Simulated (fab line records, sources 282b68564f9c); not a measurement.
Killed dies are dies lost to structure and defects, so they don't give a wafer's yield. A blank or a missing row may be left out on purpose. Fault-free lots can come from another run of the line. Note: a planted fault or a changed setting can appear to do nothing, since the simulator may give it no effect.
fab line records	flow ritCmos
record: lots: 5	wafers: 23
route steps=202 shown GATE@91 NLDD@104 PLDD@122 SPACER@128 NSD@139 PSD@149 SDANNEAL@153 M1@202
startH: hours from the record's opening day to when the first of the lot's shown wafers began	waitH: hours since the lot's step before	" repeats the value in the row above	L1.1+2: several wafers, shown together as one row	- value missing, or start not given	* or withheld: withheld	< > ~ a bound
route shown NAME@n: a module of which the file shows steps, and the number in the route of the first	usual: mean/standard deviation of fault-free wafers	same: alike in all rows	chamber/n: place in a boat	sites: readings site by site	_std_site: their standard deviation	_edge_site: outer sites' mean less inner sites'	radiusMm: for every site, how far away it sits from the centre of the wafer	mask NAME#n: copy n	behind: the tool/chamber that last shaped the wafer	hold: reason for holding the lot/hours on hold/outcome of the hold	device: the n, p or np transistor that did not switch	end of line: at the end of the route, the tests of the same wafers	a step given without rows: its recipe and nothing more	killed: the dies lost at the first sort to structure and to defects; this is not the yield of the wafer	map: a wafer's dies, marking killed ones x, the rest . and places with no die _
set.NAME: the setting the step ran with; set.NAME@STEP: the setting that earlier step ran with	model.NAME: the simulator's own value behind a step, which no gauge read
lots whose settings were changed on purpose; a table a step, a row a wafer
== steps ==
step: RIT_GATE_DEVELOP_15
recipe: resist: NOVOLAK	developTimeS: 50	devTempC: 23
lot.wafer	tool	chamber	startH	waitH	set.developTimeS
L076.1+3+4	lithoTrack-01	0	-	-	50
L077.2+3+4+5+6	lithoTrack-01	0	-	-	50
L078.2+3+6	lithoTrack-01	0	-	-	47.21
L078.4+5	"	0	"	"	50
L079.1+5	lithoTrack-03	0	-	-	55.74
L079.3+4+6	"	0	"	"	50
L082.1+4+5	lithoTrack-01	0	-	-	46.35
L082.3+6	"	0	"	"	50
step: RIT_GATE_HARDBAKE_18
recipe: resist: NOVOLAK	tempC: 140	timeS: 60
step: RIT_GATE_ETCH_19
recipe: chemistry: SF6/CHF3/O2	timeS: 165	SF6_flow_sccm: 30	CHF3_flow_sccm: 30	O2_flow_sccm: 5	target: poly-Si	pressureMtorr: 40	rfW: 160	targetDepthA: 3125	overEtchFrac: 0.25	stopOn: SiO2
lot.wafer	tool	chamber	startH	waitH	set.developTimeS@GATE_DEVELOP_15	model.GATE.cdNm
L076.1	rieSi-01	2	47.55	0.1	50	147.4
L076.3	"	3	"	"	50	148
L076.4	"	1	"	"	50	150.1
L077.2	rieSi-02	1	55.89	0.1	50	147.5
L077.3	"	2	"	"	50	147.1
L077.4	"	3	"	"	50	150.4
L077.5	"	0	"	"	50	149.7
L077.6	"	3	"	"	50	146.5
L078.2	rieSi-01	0	57.94	0.1	47.21	161.2
L078.3	"	1	"	"	47.21	161
L078.4	"	2	"	"	50	151.3
L078.5	"	0	"	"	50	150.8
L078.6	"	1	"	"	47.21	163.1
L079.1+5	rieSi-02	1	61.92	0.1	55.74	-
L079.3	"	0	"	"	50	150.4
L079.4	"	2	"	"	50	150
L079.6	"	2	"	"	50	149.8
L082.1	rieSi-01	3	77.84	0.1	46.35	160.5
L082.3	"	1	"	"	50	148.3
L082.4	"	2	"	"	46.35	159
L082.5	"	3	"	"	46.35	158.6
L082.6	"	2	"	"	50	146.6
step: RIT_NLDD_COAT_01
recipe: resist: NOVOLAK	spinRpm: 3250	resistThkNm: 1000
lot.wafer	tool	chamber	startH	waitH	set.resistThkNm	model.NOVOLAK_of_NLDD_COAT_01.thkNm
L076.1	lithoTrack-01	0	51.31	0.1	1000	996.1
L076.3	"	0	"	"	1000	996.4
L076.4	"	0	"	"	1000	995.2
L077.2	lithoTrack-03	0	59.47	0.1	1000	994.8
L077.3	"	0	"	"	971.3	969.2
L077.4	"	0	"	"	1000	999.4
L077.5	"	0	"	"	971.3	973.3
L077.6	"	0	"	"	1000	999.3
L078.2	lithoTrack-03	0	62.07	0.1	1017	1018
L078.3	"	0	"	"	1000	1003
L078.4	"	0	"	"	1000	1002
L078.5	"	0	"	"	1000	1001
L078.6	"	0	"	"	1017	1019
L079.1+6	lithoTrack-01	0	65.45	0.1	1018	1014
L079.3	"	0	"	"	1000	995.5
L079.4	"	0	"	"	1018	1013
L079.5	"	0	"	"	1000	1000
L082.1	lithoTrack-04	0	81.40	0.1	1059	1060
L082.3	"	0	"	"	1000	1003
L082.4	"	0	"	"	1059	1058
L082.5	"	0	"	"	1000	999.7
L082.6	"	0	"	"	1000	1001
step: RIT_NLDD_SOFTBAKE_02
recipe: resist: NOVOLAK	tempC: 90	timeS: 60
step: RIT_NLDD_EXPOSE_03
recipe: maskId: M7	na: 0.57	targetCdNm: 40700	doseMj: 250
step: RIT_NLDD_DEVELOP_05
recipe: resist: NOVOLAK	developTimeS: 50	devTempC: 23
step: RIT_NLDD_HARDBAKE_07
recipe: resist: NOVOLAK	tempC: 140	timeS: 60
lot.wafer	tool	chamber	startH	waitH	set.resistThkNm@NLDD_COAT_01	model.NOVOLAK_of_NLDD_COAT_01.thkNm
L076.1	lithoTrack-01	0	52.28	0.0	1000	880.3
L076.3	"	0	"	"	1000	880.7
L076.4	"	0	"	"	1000	879.6
L077.2	lithoTrack-04	0	60.34	0.0	1000	879.3
L077.3	"	0	"	"	971.3	856.8
L077.4+6	"	0	"	"	1000	883.2
L077.5	"	0	"	"	971.3	860.5
L078.2	lithoTrack-04	0	62.93	0.0	1017	899.3
L078.3	"	0	"	"	1000	886.3
L078.4	"	0	"	"	1000	885.1
L078.5	"	0	"	"	1000	884.8
L078.6	"	0	"	"	1017	900.5
L079.1+6	lithoTrack-04	0	66.31	0.0	1018	896.1
L079.3	"	0	"	"	1000	879.9
L079.4	"	0	"	"	1018	895.3
L079.5	"	0	"	"	1000	883.7
L082.1	lithoTrack-03	0	82.26	0.0	1059	936.1
L082.3	"	0	"	"	1000	886.3
L082.4	"	0	"	"	1059	934.1
L082.5	"	0	"	"	1000	883.5
L082.6	"	0	"	"	1000	884.6
step: RIT_NLDD_IMPLANT_08
recipe: species: P	energyKev: 20	doseCm2: 5e+14	tiltDeg: 7
lot.wafer	tool	chamber	startH	waitH	set.doseCm2
L076.1+3+4	implanter-03	0	52.43	0.1	5e+14
L077.2+3	implanter-01	0	60.49	0.1	5e+14
L077.4+5+6	"	0	"	"	4.84e+14
L078.2+4+5	implanter-02	0	63.08	0.1	5e+14
L078.3+6	"	0	"	"	4.661e+14
L079.1+6	implanter-03	0	66.46	0.1	5e+14
L079.3+4+5	"	0	"	"	4.739e+14
L082.1+3+6	implanter-01	0	82.41	0.1	5e+14
L082.4+5	"	0	"	"	5.305e+14
step: RIT_NLDD_STRIP_09
recipe: chemistry: O2	timeS: 180	resist: NOVOLAK	platenTempC: withheld	powerW: 500	pressureMtorr: 4000	o2FlowSccm: 4000
step: RIT_NLDD_TW_MEAS_10
usual: NLDD_TW: 2482/18
lot.wafer	tool	chamber	startH	waitH	set.doseCm2@NLDD_IMPLANT_08	NLDD_TW
L076.1	filmMetro-03	-	52.76	0.1	5e+14	2471
L076.3	"	-	"	"	5e+14	2461
L076.4	"	-	"	"	5e+14	2468
L077.2	filmMetro-04	-	60.80	0.1	5e+14	2448
L077.3	"	-	"	"	5e+14	2453
L077.4	"	-	"	"	4.84e+14	2438
L077.5	"	-	"	"	4.84e+14	2441
L077.6	"	-	"	"	4.84e+14	2439
L078.2	filmMetro-02	-	63.39	0.1	5e+14	2473
L078.3	"	-	"	"	4.661e+14	2431
L078.4	"	-	"	"	5e+14	2491
L078.5	"	-	"	"	5e+14	2490
L078.6	"	-	"	"	4.661e+14	2449
L079.1	filmMetro-04	-	66.79	0.1	5e+14	2439
L079.3	"	-	"	"	4.739e+14	2423
L079.4	"	-	"	"	4.739e+14	2423
L079.5	"	-	"	"	4.739e+14	2431
L079.6	"	-	"	"	5e+14	2464
L082.1	filmMetro-04	-	82.74	0.1	5e+14	2464
L082.3	"	-	"	"	5e+14	2457
L082.4	"	-	"	"	5.305e+14	2496
L082.5	"	-	"	"	5.305e+14	2490
L082.6	"	-	"	"	5e+14	2454
step: RIT_PLDD_IMPLANT_08
recipe: species: BF2	energyKev: 20	doseCm2: 9e+14	tiltDeg: 7
lot.wafer	tool	chamber	startH	waitH	set.energyKev	model.implant.rpNm	model.implant.drpNm
L076.1+3+4	implanter-01	0	53.98	0.1	20	17.62	9.752
L077.2+4	implanter-01	0	62.07	0.1	20	17.98	9.752
L077.3+5+6	"	0	"	"	19.22	17.43	9.483
L078.2+3+4+5+6	implanter-01	0	64.62	0.1	20	17.38	9.752
L079.1+3+4+5+6	implanter-02	0	68.01	0.1	20	16.88	9.752
L082.1+3+4	implanter-02	0	83.83	0.1	20	17.44	9.752
L082.5+6	"	0	"	"	19.37	17.01	9.535
step: RIT_SPACER_CVD_03
recipe: material: Si3N4	targetThkNm: 250	tempC: 810	precursor: SiH2Cl2/NH3	timeS: 3300	pressureMtorr: 300	sih2cl2FlowSccm: 60	nh3FlowSccm: 150
lot.wafer	tool	chamber	startH	waitH	set.tempC	model.Si3N4_of_SPACER_CVD_03.thkNm
L076.1	lpcvd-02	0	54.73	0.0	810	244.7
L076.3	"	0	"	"	810	246.4
L076.4	"	0	"	"	810	245.1
L077.2	-	-	-	0.0	810	247
L077.3	"	-	"	"	810	249.7
L077.4	"	-	"	"	810	247.4
L077.5	"	-	"	"	810	248.3
L077.6	"	-	"	"	810	249.2
L078.2	-	-	-	0.0	810	247.7
L078.3	"	-	"	"	810	246.2
L078.4	"	-	"	"	810	246.4
L078.5	"	-	"	"	810	247.4
L078.6	"	-	"	"	810	248.3
L079.1	-	-	-	0.0	800.8	209.6
L079.3	"	-	"	"	800.8	208.1
L079.4	"	-	"	"	800.8	207.5
L079.5	"	-	"	"	800.8	208.4
L079.6	"	-	"	"	800.8	208.7
L082.1	-	-	-	0.0	794	188
L082.3	"	-	"	"	794	187.3
L082.4	"	-	"	"	794	187.6
L082.5	"	-	"	"	794	188.9
L082.6	"	-	"	"	794	189.4
step: RIT_SPACER_THK_MEAS_04
recipe: reads: Si3N4_of_SPACER_CVD_03
usual: SPACER_NITRIDE_THK: 249.8/2.5
lot.wafer	tool	chamber	startH	waitH	set.tempC@SPACER_CVD_03	SPACER_NITRIDE_THK[nm]
L076.1	filmMetro-03	-	56.64	0.0	810	244.8
L076.3	"	-	"	"	810	246.2
L076.4	"	-	"	"	810	245.1
L077.2	filmMetro-04	-	-	-	810	247.1
L077.3	"	-	"	"	810	249.7
L077.4	"	-	"	"	810	247.4
L077.5	"	-	"	"	810	248.4
L077.6	"	-	"	"	810	249.2
L078.2	filmMetro-03	-	-	-	810	247.7
L078.3	"	-	"	"	810	246.3
L078.4	"	-	"	"	810	246.4
L078.5	"	-	"	"	810	247.3
L078.6	"	-	"	"	810	248.3
L079.1	filmMetro-03	-	-	-	800.8	209.8
L079.3	"	-	"	"	800.8	208.1
L079.4	"	-	"	"	800.8	207.6
L079.5	"	-	"	"	800.8	208.4
L079.6	"	-	"	"	800.8	209.0
L082.1	filmMetro-01	-	-	-	794	188.1
L082.3	"	-	"	"	794	187.4
L082.4	"	-	"	"	794	187.7
L082.5	"	-	"	"	794	188.8
L082.6	"	-	"	"	794	189.4
step: RIT_SPACER_ETCHBACK_05
recipe: targetDepthA: 2500	SF6_flow_sccm: 30	CHF3_flow_sccm: 30	target: Si3N4	chemistry: SF6/CHF3	pressureMtorr: 40	rfW: 250	timeS: 240	stopOn: SiO2
lot.wafer	tool	chamber	startH	waitH	set.timeS	set.tempC@SPACER_CVD_03	model.etch.depthNm	model.Si3N4_of_SPACER_CVD_03.thkNm	model.poly-Si_of_GATE_CVD_08.thkNm
L076.1	rieDiel-01	3	56.70	0.1	240	810	244.7	190.2	171.1
L076.3	"	0	"	"	240	810	246.4	194	174.8
L076.4	"	2	"	"	240	810	245.1	193.5	176.8
L077.2	rieDiel-03	2	64.77	0.0	240	810	247	195.5	174.1
L077.3	"	0	"	"	259.8	810	249.7	191.3	167.2
L077.4	"	1	"	"	240	810	247.4	193.3	170.6
L077.5	"	2	"	"	240	810	248.3	197	171.9
L077.6	"	1	"	"	259.8	810	249.2	190.3	165.2
L078.2	rieDiel-02	3	67.34	0.0	240	810	247.7	193.7	173.8
L078.3	"	1	"	"	240	810	246.2	193.7	174.3
L078.4	"	0	"	"	240	810	246.4	190.8	169
L078.5	"	1	"	"	240	810	247.4	195.4	173.6
L078.6	"	0	"	"	240	810	248.3	191.9	168.3
L079.1	rieDiel-02	1	70.74	0.1	204.9	800.8	209.6	171.7	179.1
L079.3	"	0	"	"	240	800.8	208.1	161	166.5
L079.4	"	2	"	"	204.9	800.8	207.5	170.1	180.9
L079.5	"	2	"	"	204.9	800.8	208.4	170.7	179.3
L079.6	"	3	"	"	240	800.8	208.7	163.3	168.9
L082.1	rieDiel-02	3	86.56	0.1	215.4	794	188	151.2	172.8
L082.3	"	0	"	"	240	794	187.3	144.6	164.3
L082.4	"	2	"	"	240	794	187.6	147.6	169.2
L082.5	"	3	"	"	240	794	188.9	147.4	166.3
L082.6	"	2	"	"	215.4	794	189.4	153.2	174
step: RIT_NSD_IMPLANT_08
recipe: species: P	energyKev: 25	doseCm2: 1e+15	tiltDeg: 7
lot.wafer	tool	chamber	startH	waitH	set.doseCm2
L076.1+3+4	implanter-02	0	57.89	0.1	1e+15
L077.2+3+5	implanter-02	0	66.11	0.1	1e+15
L077.4+6	"	0	"	"	1.029e+15
L078.2+3+4+5+6	implanter-03	0	68.55	0.1	1e+15
L079.1+3+6	implanter-03	0	72.16	0.1	1e+15
L079.4+5	"	0	"	"	1.065e+15
L082.1+3+4+5+6	implanter-03	0	87.87	0.1	1e+15
step: RIT_PSD_HARDBAKE_07
recipe: resist: NOVOLAK	tempC: 140	timeS: 60
lot.wafer	tool	chamber	startH	waitH	set.tempC
L076.1+3+4	lithoTrack-01	0	59.16	0.0	140
L077.2+4+6	lithoTrack-03	0	67.39	0.0	140
L077.3+5	"	0	"	"	138.3
L078.2+4	lithoTrack-01	0	69.82	0.0	140
L078.3+5+6	"	0	"	"	136.3
L079.1+4	lithoTrack-01	0	73.56	0.0	141.2
L079.3+5+6	"	0	"	"	140
L082.1+5+6	lithoTrack-03	0	89.27	0.0	143.7
L082.3+4	"	0	"	"	140
step: RIT_PSD_IMPLANT_08
recipe: species: BF2	energyKev: 26.54	doseCm2: 5e+15	tiltDeg: 7
step: RIT_PSD_STRIP_09
recipe: chemistry: O2	timeS: 180	resist: NOVOLAK	platenTempC: withheld	powerW: 500	pressureMtorr: 4000	o2FlowSccm: 4000
step: RIT_SDANNEAL_CLEAN_00
recipe: chemistry: SC1	mix: 3:3:50	timeS: 600	tempC: 75
lot.wafer	tool	chamber	startH	waitH	set.timeS@SPACER_ETCHBACK_05	model.poly-Si_of_GATE_CVD_08.thkNm
L076.1	wetBench-04	3	59.70	0.1	240	166.9
L076.3	"	3	"	"	240	170.5
L076.4	"	3	"	"	240	172.5
L077.2	wetBench-02	3	67.90	0.0	240	170
L077.3	"	3	"	"	259.8	163
L077.4	"	3	"	"	240	166.4
L077.5	"	3	"	"	240	167.7
L077.6	"	3	"	"	259.8	161
L078.2	wetBench-04	3	70.33	0.0	240	169.7
L078.3	"	3	"	"	240	170.2
L078.4	"	3	"	"	240	164.9
L078.5	"	3	"	"	240	169.5
L078.6	"	3	"	"	240	164.2
L079.1	wetBench-03	3	74.09	0.1	204.9	174.9
L079.3	"	3	"	"	240	162.3
L079.4	"	3	"	"	204.9	176.7
L079.5	"	3	"	"	204.9	175.1
L079.6	"	3	"	"	240	164.7
L082.1	wetBench-04	2	89.81	0.1	215.4	168.5
L082.3	"	2	"	"	240	160
L082.4	"	2	"	"	240	164.9
L082.5	"	2	"	"	240	162
L082.6	"	2	"	"	215.4	169.8
step: RIT_SDANNEAL_CLEAN_01
recipe: chemistry: dHF	dilution: 50:1	timeS: 30
step: RIT_SDANNEAL_CLEAN_02
recipe: chemistry: SC2	mix: 3:3:50	timeS: 600	tempC: 75	dry: n2Spin
step: RIT_SDANNEAL_RTA_03
recipe: tempC: 1050	timeS: 5	idleTempC: 600	rampUpCPerS: 342	rampDownCPerS: 171	coolToC: 600	ambient: N2
step: RIT_SDANNEAL_RS_MEAS_05
recipe: thkMeasGauge: four-point-probe
usual: NSD_RS: 84.4/0.4
lot.wafer	tool	chamber	startH	waitH	set.doseCm2@NSD_IMPLANT_08	NSD_RS[ohm/sq]
L076.1	filmMetro-03	-	60.24	0.1	1e+15	84.6
L076.3	"	-	"	"	1e+15	84.3
L076.4	"	-	"	"	1e+15	84.2
L077.2	filmMetro-03	-	68.48	0.1	1e+15	84.6
L077.3	"	-	"	"	1e+15	84.9
L077.4	"	-	"	"	1.029e+15	82.9
L077.5	"	-	"	"	1e+15	84.9
L077.6	"	-	"	"	1.029e+15	82.7
L078.2	filmMetro-02	-	70.90	0.1	1e+15	85.0
L078.3	"	-	"	"	1e+15	84.9
L078.4	"	-	"	"	1e+15	84.7
L078.5	"	-	"	"	1e+15	84.9
L078.6	"	-	"	"	1e+15	84.7
L079.1	filmMetro-03	-	74.65	0.1	1e+15	84.5
L079.3	"	-	"	"	1e+15	84.8
L079.4	"	-	"	"	1.065e+15	80.2
L079.5	"	-	"	"	1.065e+15	80.1
L079.6	"	-	"	"	1e+15	84.1
L082.1	filmMetro-03	-	90.37	0.1	1e+15	83.9
L082.3	"	-	"	"	1e+15	83.9
L082.4	"	-	"	"	1e+15	83.8
L082.5	"	-	"	"	1e+15	83.5
L082.6	"	-	"	"	1e+15	83.9
step: RIT_SDANNEAL_RS_MEAS_06
recipe: thkMeasGauge: four-point-probe
usual: PLDD_RS: 178.3/0.43
lot.wafer	tool	chamber	startH	waitH	set.energyKev@PLDD_IMPLANT_08	PLDD_RS[ohm/sq]
L076.1	filmMetro-03	-	60.36	0.1	20	178.7
L076.3	"	-	"	"	20	177.9
L076.4	"	-	"	"	20	178.6
L077.2	filmMetro-03	-	68.60	0.1	20	178.8
L077.3	"	-	"	"	19.22	180.5
L077.4	"	-	"	"	20	178.7
L077.5	"	-	"	"	19.22	180.6
L077.6	"	-	"	"	19.22	180.5
L078.2	filmMetro-02	-	71.02	0.1	20	179.0
L078.3	"	-	"	"	20	178.9
L078.4	"	-	"	"	20	178.6
L078.5	"	-	"	"	20	178.3
L078.6	"	-	"	"	20	178.5
L079.1	filmMetro-03	-	74.77	0.1	20	177.8
L079.3	"	-	"	"	20	177.9
L079.4	"	-	"	"	20	177.8
L079.5	"	-	"	"	20	177.6
L079.6	"	-	"	"	20	177.3
L082.1	filmMetro-03	-	90.49	0.1	20	179.0
L082.3	"	-	"	"	20	178.2
L082.4	"	-	"	"	20	178.8
L082.5	"	-	"	"	19.37	180.5
L082.6	"	-	"	"	19.37	180.8
step: RIT_SDANNEAL_RS_MEAS_07
recipe: thkMeasGauge: four-point-probe
usual: NLDD_RS: 151.5/0.53
lot.wafer	tool	chamber	startH	waitH	set.doseCm2@NLDD_IMPLANT_08	NLDD_RS[ohm/sq]
L076.1	filmMetro-03	-	60.48	0.1	5e+14	151.3
L076.3	"	-	"	"	5e+14	151.3
L076.4	"	-	"	"	5e+14	151.2
L077.2	filmMetro-03	-	68.72	0.1	5e+14	151.8
L077.3	"	-	"	"	5e+14	151.9
L077.4	"	-	"	"	4.84e+14	156.1
L077.5	"	-	"	"	4.84e+14	155.8
L077.6	"	-	"	"	4.84e+14	156.1
L078.2	filmMetro-02	-	71.14	0.1	5e+14	152.4
L078.3	"	-	"	"	4.661e+14	161.4
L078.4	"	-	"	"	5e+14	152.6
L078.5	"	-	"	"	5e+14	152.7
L078.6	"	-	"	"	4.661e+14	161.4
L079.1	filmMetro-03	-	74.89	0.1	5e+14	151.1
L079.3	"	-	"	"	4.739e+14	158.2
L079.4	"	-	"	"	4.739e+14	158.6
L079.5	"	-	"	"	4.739e+14	158.6
L079.6	"	-	"	"	5e+14	151.4
L082.1	filmMetro-03	-	90.61	0.1	5e+14	151.4
L082.3	"	-	"	"	5e+14	151.3
L082.4	"	-	"	"	5.305e+14	144.5
L082.5	"	-	"	"	5.305e+14	144.2
L082.6	"	-	"	"	5e+14	151.5
step: RIT_M1_PROBE_99
lot.wafer	tool	chamber	startH	waitH	set.developTimeS@GATE_DEVELOP_15	model.etest.nmosTurned.driveUaUm	model.etest.pmos_0p15.rOnOhmUm	model.etest.pmosTurned.rOnOhmUm
L076.1	prober-02	-	67.94	0.1	50	310.9	2766	3475
L076.3	prober-02	-	68.04	0.2	50	301.9	2746	3466
L076.4	prober-02	-	68.09	0.2	50	304.1	2777	3513
L077.2	prober-01	-	75.85	0.1	50	314.1	2463	3073
L077.3	prober-01	-	75.90	0.2	50	310.5	2734	3387
L077.4	prober-01	-	75.95	0.2	50	303	2618	3232
L077.5	prober-01	-	76.00	0.2	50	303	2596	3240
L077.6	prober-01	-	76.05	0.2	50	298	2777	3409
L078.2	prober-02	-	78.23	0.1	47.21	310	2872	3594
L078.3	prober-02	-	78.28	0.2	47.21	288.5	2915	3649
L078.4	prober-02	-	78.33	0.2	50	325.1	2794	3496
L078.5	prober-02	-	78.38	0.2	50	327.4	2724	3467
L078.6	prober-02	-	78.43	0.2	47.21	291.7	2998	3658
L079.1	prober-01	-	84.10	0.1	55.74	326.1	2477	3173
L079.4	prober-01	-	84.25	0.2	50	276.1	2910	3660
L079.5	prober-01	-	84.30	0.2	55.74	312.5	2400	3103
L079.6	prober-01	-	84.35	0.2	50	285.6	3372	4097
L082.1	prober-02	-	97.78	0.1	46.35	310.9	3239	3938
L082.6	prober-02	-	98.03	0.2	50	329	2845	3590
killed by level:class
L076.1 GATE:geometricParticle:short=3 FOX1:geometricParticle:short=1 GATE:geometricParticle:open=1 REOX:geometricParticle:open=1 SPACER:geometricParticle:short=1 SILICIDE:geometricParticle:open=1
L076.3 GATE:geometricParticle:open=3 GATE:geometricParticle:short=1 SPACER:geometricParticle:short=1 SILICIDE:geometricParticle:short=1
L076.4 GATE:geometricParticle:open=3 GATE:geometricParticle:short=2 REOX:geometricParticle:short=2 SPACER:geometricParticle:short=2 FOX1:geometricParticle:open=1 SPACER:geometricParticle:open=1
== key ==
split: step: RIT_GATE_DEVELOP_15	setting: developTimeS	stated: 50	by: wafer
response: step: RIT_GATE_ETCH_19	reading: model.GATE.cdNm	change: -1.74	per: 1%	r: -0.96
response: step: RIT_M1_PROBE_99	reading: model.etest.pmosTurned.rOnOhmUm	change: -55.1	per: 1%	r: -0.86
response: step: RIT_M1_PROBE_99	reading: model.etest.pmos_0p15.rOnOhmUm	change: -54.4	per: 1%	r: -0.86
response: step: RIT_M1_PROBE_99	reading: model.etest.nmosTurned.driveUaUm	change: +3.6	per: 1%	r: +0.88
split: step: RIT_NLDD_COAT_01	setting: resistThkNm	stated: 1000	by: wafer
response: step: RIT_NLDD_COAT_01	reading: model.NOVOLAK_of_NLDD_COAT_01.thkNm	change: +9.62	per: 1%	r: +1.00
response: step: RIT_NLDD_HARDBAKE_07	reading: model.NOVOLAK_of_NLDD_COAT_01.thkNm	change: +8.41	per: 1%	r: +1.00
split: step: RIT_NLDD_IMPLANT_08	setting: doseCm2	stated: 5e+14	by: wafer
response: step: RIT_NLDD_TW_MEAS_10	reading: NLDD_TW	change: +5.67	per: 1%	r: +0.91
response: step: RIT_SDANNEAL_RS_MEAS_07	reading: NLDD_RS	change: -1.27	per: 1%	r: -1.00
split: step: RIT_PLDD_IMPLANT_08	setting: energyKev	stated: 20	by: wafer
response: step: RIT_PLDD_IMPLANT_08	reading: model.implant.rpNm	change: +0.139	per: 1%	r: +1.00
response: step: RIT_PLDD_IMPLANT_08	reading: model.implant.drpNm	change: +0.0689	per: 1%	r: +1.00
response: step: RIT_SDANNEAL_RS_MEAS_06	reading: PLDD_RS	change: -0.518	per: 1%	r: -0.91
split: step: RIT_SPACER_CVD_03	setting: tempC	stated: 810	by: lot
response: step: RIT_SPACER_CVD_03	reading: model.Si3N4_of_SPACER_CVD_03.thkNm	change: +30.6	per: 1%	r: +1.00
response: step: RIT_SPACER_THK_MEAS_04	reading: SPACER_NITRIDE_THK	change: +30.5	per: 1%	r: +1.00
response: step: RIT_SPACER_ETCHBACK_05	reading: model.etch.depthNm	change: +30.6	per: 1%	r: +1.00
response: step: RIT_SPACER_ETCHBACK_05	reading: model.Si3N4_of_SPACER_CVD_03.thkNm	change: +22.5	per: 1%	r: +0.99
split: step: RIT_SPACER_ETCHBACK_05	setting: timeS	stated: 240	by: wafer
response: step: RIT_SPACER_ETCHBACK_05	reading: model.poly-Si_of_GATE_CVD_08.thkNm	change: -0.764	per: 1%	r: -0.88
response: step: RIT_SDANNEAL_CLEAN_00	reading: model.poly-Si_of_GATE_CVD_08.thkNm	change: -0.765	per: 1%	r: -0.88
split: step: RIT_NSD_IMPLANT_08	setting: doseCm2	stated: 1e+15	by: wafer
response: step: RIT_SDANNEAL_RS_MEAS_05	reading: NSD_RS	change: -0.665	per: 1%	r: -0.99
split: step: RIT_PSD_HARDBAKE_07	setting: tempC	stated: 140	by: wafer
response none clear
